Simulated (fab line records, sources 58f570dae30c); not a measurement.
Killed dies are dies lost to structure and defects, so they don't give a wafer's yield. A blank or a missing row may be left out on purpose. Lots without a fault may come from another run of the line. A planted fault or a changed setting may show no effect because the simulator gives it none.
A struck lot beside a sound one | flow berkeley_cmos170 | 15 steps out of a route of 331
Sound: wafers L691.2, L691.3, L691.4. Struck: wafers L682.1, L682.3, L682.6. The cause comes at the end.
At each step with rows: each side's tool, then ch and its chambers, then its first start. Under that, the readings that differ: sound wafers | struck wafers | difference of the means | sigmas: that difference in standard deviations of wafers without a fault.
alike: readings whose means differ by less than 2 such deviations, and words and numbers that are the same on both sides. not compared: withheld readings, readings that some wafer has no value for, bounds like >300 that may hide the same value, and numbers for which the record gives no deviation and whose values overlap.
The two part at a step that has a row with sigmas, a row that says differs or no value, or rows on one side only. Numbers that don't overlap but have no deviation are shown without sigmas and don't part them. A reading that every wafer of one side lacks parts them only if that side has two wafers or more.

first, 1 step without rows for these wafers: UCB170_CONTACT_CLEAN_20 (cleans in SPM, time 600 s).
UCB170_M1_SPUTTER_00: material Al, target thk 600 nm, time 80 s.
  sound on pvd_sputter-02, day 10 10:06; struck on pvd_sputter-03, day 9 03:08
  alike: throttle_valve_pct
UCB170_M1_RS_MEAS_01: measures by four-point-probe.
  sound on film_metro-04, day 10 10:11; struck on film_metro-03, day 9 03:12
  alike: M1_AL_RS
UCB170_M1_THK_MEAS_02: measures by xrf.
  sound on film_metro-04, day 10 10:17; struck on film_metro-03, day 9 03:19
  alike: M1_AL_THK
then, 6 steps without rows for these wafers: UCB170_M1_COAT_03; UCB170_M1_COAT_04 (resist thk 900 nm); UCB170_M1_SOFTBAKE_05 (time 60 s); UCB170_M1_EXPOSE_06 (exposes mask METAL1, target cd 700 nm); UCB170_M1_PEB_07; UCB170_M1_DEVELOP_08 (develop time 45 s).
UCB170_M1_CD_MEAS_09: target cd 700 nm.
  sound on cd_sem-02, day 10 11:32; struck on cd_sem-02, day 9 04:20
  alike: cd_nm
UCB170_M1_OVL_MEAS_10:
  sound on overlay-02, day 10 11:38; struck on overlay-01, day 9 04:27
  alike: M1_OVL
UCB170_M1_ETCH_11: etches BARC in N2/H2.
  sound on rie_diel-01 ch 1,3, day 10 11:40; struck on rie_diel-03 ch 0,1,2, day 9 04:29
  reading                        | sound                | struck               | difference | sigmas
  chamber_pressure_mTorr (mTorr) | 29.992 30.035 30.015 | 45.019 44.989 45.024 | +14.997    | +99 or more
  oes_product_au (a.u.)          | 1.017 1.024 1.027    | 0.967 0.977 0.977    | -0.049     | -2
  alike: drypump_motor_current_A, n2_flow_sccm, rf_fwd_power_W, throttle_valve_pct
UCB170_M1_METAL_ETCH_12: etches Al in Cl2/BCl3, stops on PSG, target depth 780 nm, time 130 s.
  sound on rie_metal-03 ch 0,1, day 10 11:43; struck on rie_metal-01 ch 0,1, day 9 04:32
  alike: chamber_pressure_mTorr, drypump_motor_current_A, oes_product_au, rf_fwd_power_W, throttle_valve_pct
  not compared: rf_hours_counter_h
UCB170_M3_PROBE_99:
  the record has rows for the struck wafers here (prober-01, day 9 18:23) and none for the sound ones

WHERE THEY PART
First at UCB170_M1_ETCH_11; last, within this record, at UCB170_M3_PROBE_99.

WHY: what the simulator had put in
Process parameter drift: rie_diel-03, from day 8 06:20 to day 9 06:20, at UCB170_M1_ETCH_11. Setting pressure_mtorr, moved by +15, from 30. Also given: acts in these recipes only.
